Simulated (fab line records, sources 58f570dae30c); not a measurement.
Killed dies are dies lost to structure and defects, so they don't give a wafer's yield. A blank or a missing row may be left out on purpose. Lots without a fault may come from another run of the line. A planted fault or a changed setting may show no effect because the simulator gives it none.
fab line records | flow berkeley_cmos170
record lots=14 wafers=40 last_day=12
route steps=331 shown V1@257 M2@272
lots that met no fault: from a run of the same line without faults
start_h: hours from the record's first day to the start of the lot's first wafer shown | wait_h: hours since the lot's step before | " the same as in the row above | L1.1+2: a row that stands for several wafers | - no value, or no start given | * or withheld: withheld | < > ~ a bound
route shown NAME@n: a module of which the file shows steps, and the number in the route of the first | usual: mean/standard deviation of fault-free wafers | same: alike in all rows | chamber/n: place in a boat | sites: the reading at each site | _std_site: their standard deviation | _edge_site: outer sites' mean less inner sites' | radius_mm: how far each site lies from the wafer's centre | mask NAME#n: copy n | behind: the tool/chamber that last shaped the wafer | hold: why the lot was held/for how many hours/how that ended | device: the transistor (n, p or np) that didn't switch | end of line: the same wafers' tests at the end of the route | a step without rows: its recipe alone | killed: dies lost to structure and defects at the first sort, not the wafer's yield | map: a wafer's dies, x killed, . not, _ none there
set.NAME: the setting as run; set.NAME@STEP: as run at that earlier step | model.NAME: the simulator's own value behind a step, which no gauge read
steps of the route over a sample of lots; a table a step, a row a wafer
services: from which hour (start_h, from the record's first day; less than 0 if before it) a tool's chamber was out of use, for how many hours, and why
## steps
# step UCB170_V1_BOW_MEAS_03
# recipe mode=bow
# usual V1_BOW=20/6.8
# columns lot.wafer tool chamber start_h wait_h V1_BOW[um]
L585.1 film_metro-01 - 180.95 0.1 24
L585.5 " - " " 30
L585.6 " - " " 20
L584.1 film_metro-01 - 182.29 0.1 14
L584.2 " - " " 24
L584.5 " - " " 13
L591.4 film_metro-02 - 205.41 0.3 30
L591.5 " - " " 12
L591.6 " - " " 30
L590.1 film_metro-03 - 209.07 0.2 21
L590.3 " - " " 23
L590.6 " - " " 26
L588.3 film_metro-01 - 210.44 0.2 25
L588.5 " - " " 21
L588.6 " - " " 28
L587.2 film_metro-01 - 210.78 0.2 16
L587.4 " - " " 19
L587.5 " - " " 17
L592.1 film_metro-03 - 211.00 0.1 36
L592.5 " - " " 22
L592.6 " - " " 16
L593.1 film_metro-01 - 211.27 0.1 7
L593.5 " - " " 24
L593.6 " - " " 10
L594.1 film_metro-02 - 226.00 0.1 26
L594.3 " - " " 22
L594.5 " - " " 17
L596.1 film_metro-01 - 237.63 0.2 24
L596.2 " - " " 9
L596.6 " - " " 22
L606.1 film_metro-02 - 273.71 0.2 21
L606.2 " - " " 25
L606.4 " - " " 15
L605.1 film_metro-03 - 275.05 0.1 16
L607.3 film_metro-03 - 276.42 0.3 19
L607.4 " - " " 17
L607.6 " - " " 18
L602.1 film_metro-02 - 276.68 0.1 10
L602.3 " - " " 19
L602.4 " - " " 24
# step UCB170_V1_THK_MEAS_04
# recipe reads=SiO2_of_V1_CVD_00
# usual V1_POLISHED_THK=1000.1/1.1
# columns lot.wafer tool chamber start_h wait_h V1_POLISHED_THK[nm]
L585.1 film_metro-01 - 181.07 0.1 999.6
L585.5 " - " " 1000.9
L585.6 " - " " 1000.4
L584.1 film_metro-01 - 182.41 0.1 998.7
L584.2 " - " " 999.7
L584.5 " - " " 999.2
L591.4 film_metro-02 - 205.50 0.1 999.1
L591.5 " - " " 998.7
L591.6 " - " " 999.9
L590.1 film_metro-03 - 209.19 0.1 1001.4
L590.3 " - " " 999.3
L590.6 " - " " 1001.6
L588.3 film_metro-01 - 210.54 0.1 999.8
L588.5 " - " " 999.5
L588.6 " - " " 1001.3
L587.2 film_metro-01 - 210.89 0.1 1001.6
L587.4 " - " " 999.7
L587.5 " - " " 1000.8
L592.1 film_metro-03 - 211.12 0.1 1000.7
L592.5 " - " " 1001.5
L592.6 " - " " 1000.8
L593.1 film_metro-01 - 211.39 0.1 1001.4
L593.5 " - " " 998.9
L593.6 " - " " 1000.3
L594.1 film_metro-02 - 226.12 0.1 1001.0
L594.3 " - " " 1000.4
L594.5 " - " " 999.3
L596.1 film_metro-01 - 237.75 0.1 1001.0
L596.2 " - " " 1002.7
L596.6 " - " " 1001.2
L606.1 film_metro-02 - 273.83 0.1 999.0
L606.2 " - " " 1000.6
L606.4 " - " " 1000.3
L605.1 film_metro-03 - 275.17 0.1 999.0
L607.3 film_metro-03 - 276.52 0.1 1001.6
L607.4 " - " " 1002.6
L607.6 " - " " 1000.8
L602.1 film_metro-02 - 276.80 0.1 1000.0
L602.3 " - " " 999.5
L602.4 " - " " 998.6
# step UCB170_M2_SPUTTER_01
# recipe material=Al target_thk_nm=900 time_s=120 power_w=6000 chamber_pressure_pa=0.5
# usual chamber_pressure_pa=0.4999/0.001 throttle_valve_pct=29.3/1.4
# columns lot.wafer tool chamber start_h wait_h chamber_pressure_pa throttle_valve_pct
L585.1 pvd_sputter-04 - 183.31 0.0 0.4979 29.6
L585.5 " - " " 0.4990 29.6
L585.6 " - " " 0.4983 32.5
L584.1 pvd_sputter-02 - 185.99 0.0 0.4989 28.7
L584.2 " - " " 0.4990 30.1
L584.5 " - " " 0.4979 30.4
L591.4 pvd_sputter-02 - 207.23 0.0 0.4999 28.6
L591.5 " - " " 0.4990 27.9
L591.6 " - " " 0.5005 29.9
L590.1 pvd_sputter-03 - 211.15 0.0 0.4993 29.2
L590.3 " - " " 0.4984 31.9
L590.6 " - " " 0.5012 28.8
L588.3 pvd_sputter-02 - 213.26 0.0 0.5010 30.4
L588.5 " - " " 0.4998 28.7
L588.6 " - " " 0.4995 28.7
L592.1 pvd_sputter-04 - 213.82 0.0 0.5004 27.3
L592.5 " - " " 0.5001 32.1
L592.6 " - " " 0.4998 28.0
L587.2 pvd_sputter-02 - 213.99 0.0 0.4997 27.9
L587.4 " - " " 0.5008 28.5
L587.5 " - " " 0.4996 28.7
L593.1 pvd_sputter-03 - 214.56 0.0 0.5011 28.4
L593.5 " - " " 0.5000 28.8
L593.6 " - " " 0.4989 29.0
L594.1 pvd_sputter-03 - 227.94 0.0 0.4961 29.6
L594.3 " - " " 0.5016 28.3
L594.5 " - " " 0.4985 28.5
L596.1 pvd_sputter-03 - 239.63 0.0 0.4983 28.8
L596.2 " - " " 0.4997 31.8
L596.6 " - " " 0.5008 29.4
L606.1 pvd_sputter-04 - 275.66 0.0 0.4993 28.1
L606.2 " - " " 0.4999 27.7
L606.4 " - " " 0.5003 29.6
L605.1 pvd_sputter-03 - 277.36 0.0 0.5012 31.3
L607.3 pvd_sputter-02 - 278.59 0.0 0.4993 28.8
L607.4 " - " " 0.5002 30.1
L607.6 " - " " 0.4999 30.4
L602.1 pvd_sputter-03 - 279.27 0.0 0.4988 28.5
L602.3 " - " " 0.4991 31.7
L602.4 " - " " 0.5009 29.3
# step UCB170_M2_RS_MEAS_02
# recipe thk_meas_gauge=four-point-probe reads=Al_of_M2_SPUTTER_01
# usual M2_AL_RS=0.0320/0.00032
# columns lot.wafer tool chamber start_h wait_h hold M2_AL_RS[ohm/sq]
L585.1 film_metro-03 - 183.39 0.0 - 0.0323
L585.5 " - " " - 0.0322
L585.6 " - " " - 0.0322
L584.1 film_metro-01 - 186.07 0.0 - 0.0317
L584.2 " - " " - 0.0320
L584.5 " - " " - 0.0319
L591.4 film_metro-03 - 207.37 0.1 - 0.0320
L591.5 " - " " - 0.0319
L591.6 " - " " - 0.0319
L590.1 film_metro-04 - 211.23 0.0 - 0.0319
L590.3 " - " " - 0.0319
L590.6 " - " " - 0.0321
L588.3 film_metro-04 - 213.39 0.1 - 0.0315
L588.5 " - " " - 0.0320
L588.6 " - " " - 0.0320
L592.1 film_metro-04 - 213.90 0.0 - 0.0321
L592.5 " - " " - 0.0319
L592.6 " - " " - 0.0322
L587.2 film_metro-03 - 214.09 0.1 - 0.0323
L587.4 " - " " - 0.0322
L587.5 " - " " - 0.0323
L593.1 film_metro-03 - 214.64 0.0 - 0.0324
L593.5 " - " " - 0.0323
L593.6 " - " " - 0.0330
L594.1 film_metro-01 - 228.02 0.0 - 0.0325
L594.3 " - " " - 0.0319
L594.5 " - " " - 0.0322
L596.1 film_metro-03 - 239.72 0.0 - 0.0318
L596.2 " - " " - 0.0320
L596.6 " - " " - 0.0321
L606.1 film_metro-01 - 275.74 0.0 - 0.0321
L606.2 " - " " - 0.0326
L606.4 " - " " - 0.0321
L605.1 film_metro-01 - 277.44 0.0 await_dispo/0.2h/release 0.0859
L605.1 film_metro-01 - 277.73 0.3 - 0.0859
L607.3 film_metro-01 - 278.71 0.1 - 0.0318
L607.4 " - " " - 0.0320
L607.6 " - " " - 0.0320
L602.1 film_metro-03 - 279.36 0.0 await_dispo/0.2h/release 0.0321
L602.3 " - " " await_dispo/0.2h/release 0.0842
L602.4 " - " " await_dispo/0.2h/release 0.0321
L602.1 film_metro-03 - 279.80 0.4 - 0.0321
L602.3 " - " " - 0.0842
L602.4 " - " " - 0.0321
# step UCB170_M2_THK_MEAS_03
# recipe thk_meas_gauge=xrf reads=Al_of_M2_SPUTTER_01
# usual M2_AL_THK=918/9.8
# columns lot.wafer tool chamber start_h wait_h hold M2_AL_THK[nm]
L585.1 film_metro-03 - 183.51 0.1 - 914
L585.5 " - " " - 913
L585.6 " - " " - 916
L584.1 film_metro-01 - 186.19 0.1 - 925
L584.2 " - " " - 920
L584.5 " - " " - 914
L591.4 film_metro-03 - 207.46 0.1 - 923
L591.5 " - " " - 921
L591.6 " - " " - 924
L590.1 film_metro-04 - 211.35 0.1 - 914
L590.3 " - " " - 918
L590.6 " - " " - 913
L588.3 film_metro-04 - 213.49 0.1 - 933
L588.5 " - " " - 913
L588.6 " - " " - 923
L592.1 film_metro-04 - 214.02 0.1 - 918
L592.5 " - " " - 912
L592.6 " - " " - 907
L587.2 film_metro-03 - 214.20 0.1 - 913
L587.4 " - " " - 914
L587.5 " - " " - 906
L593.1 film_metro-03 - 214.76 0.1 - 909
L593.5 " - " " - 909
L593.6 " - " " - 894
L594.1 film_metro-01 - 228.14 0.1 - 901
L594.3 " - " " - 918
L594.5 " - " " - 911
L596.1 film_metro-03 - 239.84 0.1 - 922
L596.2 " - " " - 924
L596.6 " - " " - 914
L606.1 film_metro-01 - 275.86 0.1 - 918
L606.2 " - " " - 904
L606.4 " - " " - 911
L607.3 film_metro-01 - 278.81 0.1 - 917
L607.4 " - " " - 919
L607.6 " - " " - 916
L605.1 film_metro-01 - 279.62 1.9 await_dispo/0.2h/release 347
L605.1 film_metro-01 - 279.84 0.2 - 348
L602.1 film_metro-03 - 281.65 1.8 await_dispo/0.2h/release 918
L602.3 " - " " await_dispo/0.2h/release 354
L602.4 " - " " await_dispo/0.2h/release 916
L602.1 film_metro-03 - 281.88 0.2 - 917
L602.3 " - " " - 356
L602.4 " - " " - 917
# step UCB170_M2_METAL_ETCH_18
# recipe chemistry=Cl2/BCl3 target=Al stop_on=SiO2 pressure_mtorr=12 target_depth_a=11700 over_etch_frac=0.3 time_s=195 icp_w=600 bias_w=120 Cl2_flow_sccm=90 bcl3_flow_sccm=45
# usual drypump_motor_current_A=5.99/0.19 oes_product_au=0.871/0.011 throttle_valve_pct=24.28/0.23
# columns lot.wafer tool chamber start_h wait_h drypump_motor_current_A oes_product_au rf_hours_counter_h throttle_valve_pct
L585.1 rie_metal-03 0 185.84 - 5.67 0.867 7.3 24.08
L585.5 " 0 " " 5.63 0.872 - 24.07
L585.6 " 1 " " 5.88 0.855 - 24.57
L584.1 rie_metal-04 0 188.65 - 6.16 0.884 8.0 23.85
L584.2 " 1 " " 5.98 0.853 3.3 24.36
L584.5 " 0 " " 6.12 0.868 - 23.88
L591.4 rie_metal-04 0 209.51 - 6.15 0.871 - 23.86
L591.5 " 1 " " 6.00 0.849 - 24.36
L591.6 " 0 " " 6.12 0.872 - 23.86
L590.1 rie_metal-03 1 214.57 - 5.89 0.870 12.4 24.59
L590.3 " 0 " " 5.67 0.879 - 24.07
L590.6 " 1 " " 5.88 0.859 - 24.56
L588.3 rie_metal-02 1 217.05 - 6.06 0.879 - 24.34
L588.5 " 0 " " 6.25 0.882 - 24.41
L588.6 " 1 " " 6.04 0.877 - 24.31
L592.1 rie_metal-02 1 217.82 - 6.06 0.874 9.7 24.33
L592.5 " 1 " " 6.05 0.882 - 24.31
L592.6 " 0 " " 6.25 0.895 - 24.43
L587.2 rie_metal-04 0 218.09 - 6.17 0.869 8.8 23.86
L587.4 " 0 " " 6.17 0.867 - 23.86
L587.5 " 0 " " 6.18 0.868 - 23.86
L593.1 rie_metal-03 0 218.49 - 5.67 0.865 8.4 24.09
L593.5 " 0 " " 5.66 0.866 - 24.07
L593.6 " 1 " " 5.93 0.848 - 24.58
L594.1 rie_metal-03 0 230.09 - 5.66 0.873 9.0 24.08
L594.3 " 0 " " 5.66 0.867 - 24.09
L594.5 " 1 " " 5.91 0.859 - 24.58
L596.1 rie_metal-02 0 242.11 - 6.23 0.887 8.8 24.42
L596.2 " 1 " " 6.07 0.882 10.4 24.32
L596.6 " 1 " " 6.05 0.879 - 24.34
L606.1 rie_metal-02 1 278.02 - 6.07 0.882 11.4 24.32
L606.2 " 0 " " 6.27 0.875 9.8 24.43
L606.4 " 1 " " 6.04 0.876 - 24.34
L607.3 rie_metal-02 1 281.64 - 6.06 0.877 - 24.33
L607.4 " 0 " " 6.20 0.884 - 24.42
L607.6 " 0 " " 6.24 0.889 - 24.42
L605.1 rie_metal-03 0 283.37 - 5.68 0.563 10.7 24.23
L602.1 rie_metal-02 1 286.56 - 6.06 0.877 11.8 24.32
L602.3 " 0 " " 6.28 0.583 - 24.56
L602.4 " 1 " " 6.06 0.868 - 24.33
## services
# columns tool chamber start_h hours kind
rie_metal-03 - 209.78 2.8 pm
pvd_sputter-04 - 214.04 1.8 repair
## key
first_sign step=UCB170_M2_RS_MEAS_02 reading=visit direction=added
effect step=UCB170_M2_RS_MEAS_02 reading=M2_AL_RS direction=up sigmas=99+ usual=0.0320 struck=0.0851
effect step=UCB170_M2_THK_MEAS_03 reading=visit direction=added
effect step=UCB170_M2_THK_MEAS_03 reading=M2_AL_THK direction=down sigmas=58 usual=918 struck=351
effect step=UCB170_M2_METAL_ETCH_18 reading=oes_product_au direction=down sigmas=28 usual=0.871 struck=0.573
met_at UCB170_M2_SPUTTER_01
struck_lots L602,L605
struck_wafers L602.3,L605.1
sort_left_out L602.3,L605.1
not_acting_at UCB170_V1_BOW_MEAS_03,UCB170_V1_THK_MEAS_04
onset_between 239.63 277.36
fault kind=process_parameter_drift tool=pvd_sputter-03 chamber=- onset_h=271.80 steps=UCB170_M2_SPUTTER_01 channel=time_s offset=* shape=step end_h=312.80 acts_in=* stated=* scope=struck_wafers_only
# sort_left_out: the simulated sort isn't trusted on such a fault, so these wafers' sort isn't shown, and their yield isn't known
